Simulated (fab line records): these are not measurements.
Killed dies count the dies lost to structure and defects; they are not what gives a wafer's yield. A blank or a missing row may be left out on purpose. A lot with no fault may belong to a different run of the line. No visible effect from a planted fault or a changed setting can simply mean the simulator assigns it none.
Split-lot trial :: flow rit-cmos :: 23 wafers read from 5 lots, route of 202 steps

## ABOUT THE SPLIT
At RIT_M1_COAT_04 (resist thk 1300 nm), the setting resist-thk-nm was moved away from the recipe's 1300 nm on 4 of the 23 wafers read, by -5.8% to -2.1%. For the rest of the wafers, this setting stayed at what the recipe calls for.

## FROM THE SPLIT TO THE READING: what the file shows between them, 4 steps
- RIT_M1_EXPOSE_06: exposes mask M12, target cd 2600 nm (also split here: dose-mj)
- RIT_M1_PEB_07
- RIT_M1_DEVELOP_08: develop time 68 s
- RIT_M1_CD_MEAS_09: target cd 2600 nm

## THE READING
NOVOLAK_of_M1_COAT_04.thk-nm (the simulator's own value, which no gauge read), in nm, at RIT_M1_HARDBAKE_11 (time 120 s). The file gives no usual value for it. Average 1137 nm, standard deviation 2 nm, over the 19 wafers here run with the recipe.

wafer: L074.1
tool, chamber at the split: litho-track-03, 0
resist-thk-nm as run, nm: 1300
against the recipe: recipe
NOVOLAK_of_M1_COAT_04.thk-nm, nm: 1136
against lot-mates on the recipe: -

wafer: L074.4
tool, chamber at the split: litho-track-03, 0
resist-thk-nm as run, nm: 1300
against the recipe: recipe
NOVOLAK_of_M1_COAT_04.thk-nm, nm: 1136
against lot-mates on the recipe: -

wafer: L074.6
tool, chamber at the split: litho-track-03, 0
resist-thk-nm as run, nm: 1300
against the recipe: recipe
NOVOLAK_of_M1_COAT_04.thk-nm, nm: 1136
against lot-mates on the recipe: -

wafer: L074.3
tool, chamber at the split: litho-track-03, 0
resist-thk-nm as run, nm: 1300
against the recipe: recipe
NOVOLAK_of_M1_COAT_04.thk-nm, nm: 1138
against lot-mates on the recipe: -

wafer: L074.5
tool, chamber at the split: litho-track-03, 0
resist-thk-nm as run, nm: 1300
against the recipe: recipe
NOVOLAK_of_M1_COAT_04.thk-nm, nm: 1140
against lot-mates on the recipe: -

wafer: L077.1
tool, chamber at the split: litho-track-04, 0
resist-thk-nm as run, nm: 1300
against the recipe: recipe
NOVOLAK_of_M1_COAT_04.thk-nm, nm: 1139
against lot-mates on the recipe: -

wafer: L077.2
tool, chamber at the split: litho-track-04, 0
resist-thk-nm as run, nm: 1300
against the recipe: recipe
NOVOLAK_of_M1_COAT_04.thk-nm, nm: 1135
against lot-mates on the recipe: -

wafer: L077.3
tool, chamber at the split: litho-track-04, 0
resist-thk-nm as run, nm: 1300
against the recipe: recipe
NOVOLAK_of_M1_COAT_04.thk-nm, nm: 1141
against lot-mates on the recipe: -

wafer: L077.5
tool, chamber at the split: litho-track-04, 0
resist-thk-nm as run, nm: 1300
against the recipe: recipe
NOVOLAK_of_M1_COAT_04.thk-nm, nm: 1140
against lot-mates on the recipe: -

wafer: L077.6
tool, chamber at the split: litho-track-04, 0
resist-thk-nm as run, nm: 1300
against the recipe: recipe
NOVOLAK_of_M1_COAT_04.thk-nm, nm: 1137
against lot-mates on the recipe: -

wafer: L078.1
tool, chamber at the split: litho-track-02, 0
resist-thk-nm as run, nm: 1300
against the recipe: recipe
NOVOLAK_of_M1_COAT_04.thk-nm, nm: 1135
against lot-mates on the recipe: -

wafer: L078.3
tool, chamber at the split: litho-track-02, 0
resist-thk-nm as run, nm: 1300
against the recipe: recipe
NOVOLAK_of_M1_COAT_04.thk-nm, nm: 1135
against lot-mates on the recipe: -

wafer: L078.2
tool, chamber at the split: litho-track-02, 0
resist-thk-nm as run, nm: 1273
against the recipe: -2.1%
NOVOLAK_of_M1_COAT_04.thk-nm, nm: 1112
against lot-mates on the recipe: -23

wafer: L078.4
tool, chamber at the split: litho-track-02, 0
resist-thk-nm as run, nm: 1273
against the recipe: -2.1%
NOVOLAK_of_M1_COAT_04.thk-nm, nm: 1110
against lot-mates on the recipe: -25

wafer: L078.5
tool, chamber at the split: litho-track-02, 0
resist-thk-nm as run, nm: 1300
against the recipe: recipe
NOVOLAK_of_M1_COAT_04.thk-nm, nm: 1134
against lot-mates on the recipe: -

wafer: L079.1
tool, chamber at the split: litho-track-03, 0
resist-thk-nm as run, nm: 1300
against the recipe: recipe
NOVOLAK_of_M1_COAT_04.thk-nm, nm: 1134
against lot-mates on the recipe: -

wafer: L079.4
tool, chamber at the split: litho-track-03, 0
resist-thk-nm as run, nm: 1300
against the recipe: recipe
NOVOLAK_of_M1_COAT_04.thk-nm, nm: 1136
against lot-mates on the recipe: -

wafer: L079.6
tool, chamber at the split: litho-track-03, 0
resist-thk-nm as run, nm: 1300
against the recipe: recipe
NOVOLAK_of_M1_COAT_04.thk-nm, nm: 1138
against lot-mates on the recipe: -

wafer: L083.1
tool, chamber at the split: litho-track-03, 0
resist-thk-nm as run, nm: 1300
against the recipe: recipe
NOVOLAK_of_M1_COAT_04.thk-nm, nm: 1137
against lot-mates on the recipe: -

wafer: L083.2
tool, chamber at the split: litho-track-03, 0
resist-thk-nm as run, nm: 1224
against the recipe: -5.8%
NOVOLAK_of_M1_COAT_04.thk-nm, nm: 1073
against lot-mates on the recipe: -64

wafer: L083.3
tool, chamber at the split: litho-track-03, 0
resist-thk-nm as run, nm: 1300
against the recipe: recipe
NOVOLAK_of_M1_COAT_04.thk-nm, nm: 1138
against lot-mates on the recipe: -

wafer: L083.5
tool, chamber at the split: litho-track-03, 0
resist-thk-nm as run, nm: 1300
against the recipe: recipe
NOVOLAK_of_M1_COAT_04.thk-nm, nm: 1136
against lot-mates on the recipe: -

wafer: L083.6
tool, chamber at the split: litho-track-03, 0
resist-thk-nm as run, nm: 1224
against the recipe: -5.8%
NOVOLAK_of_M1_COAT_04.thk-nm, nm: 1071
against lot-mates on the recipe: -66

FIT RESULTS
A straight line over all 23 wafers: NOVOLAK_of_M1_COAT_04.thk-nm changes by +11.2 nm for each +1% of resist-thk-nm; r = +0.99; the points scatter about the line by 2.1 nm.
The same after taking each lot's own level away (the mean of its wafers on the recipe; 23 wafers): +11.1 nm for each +1%; r = +1.00; scatter 1.6 nm.
Per that fit: largest resist-thk-nm move, reading shift of 65 nm.
The lots' own levels span 1134.7 to 1138.4 nm, that is 1.9 times the standard deviation above.
The two slopes are in agreement: the lot-to-lot level therefore moves the slope only a little.
Check: -66.1 nm against its lot-mates is what the line predicts for one of the wafers moved furthest among these (-5.8%) when that wafer is left out of the fit. It came out at -64 nm against them.

## OTHER SPLITS ON THESE WAFERS
These wafers also went through other splits before the reading. Each is held against what the fit with the lots' levels taken away leaves over:
other split on the same wafers: RIT_SILICIDE_SPUTTER_01 time-s
wafers away from the commonest value: 5
r with NOVOLAK_of_M1_COAT_04.thk-nm (lot level and that fit taken away): -0.03

other split on the same wafers: RIT_CONTACT_DEVELOP_07 develop-time-s
wafers away from the commonest value: 9
r with NOVOLAK_of_M1_COAT_04.thk-nm (lot level and that fit taken away): +0.19

other split on the same wafers: RIT_CONTACT_ETCH_11 time-s
wafers away from the commonest value: 7
r with NOVOLAK_of_M1_COAT_04.thk-nm (lot level and that fit taken away): +0.05

other split on the same wafers: RIT_M1_EXPOSE_06 dose-mj
wafers away from the commonest value: 9
r with NOVOLAK_of_M1_COAT_04.thk-nm (lot level and that fit taken away): -0.18

## THE WHOLE CHAIN: every reading that the file lists as answering this split, in the file's order
step: RIT_M1_COAT_04
what it does: resist thk 1300 nm
reading: NOVOLAK_of_M1_COAT_04.thk-nm (the simulator's own value, which no gauge read)
change (the file's fit): +12.9 nm for each +1% of the setting
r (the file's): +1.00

step: RIT_M1_HARDBAKE_11
what it does: time 120 s
reading: NOVOLAK_of_M1_COAT_04.thk-nm (the simulator's own value, which no gauge read)
change (the file's fit): +11.1 nm for each +1% of the setting
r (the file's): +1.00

## FILE'S OWN FIT
NOVOLAK_of_M1_COAT_04.thk-nm changes by +11.1 nm for each +1% of resist-thk-nm, r = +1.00.
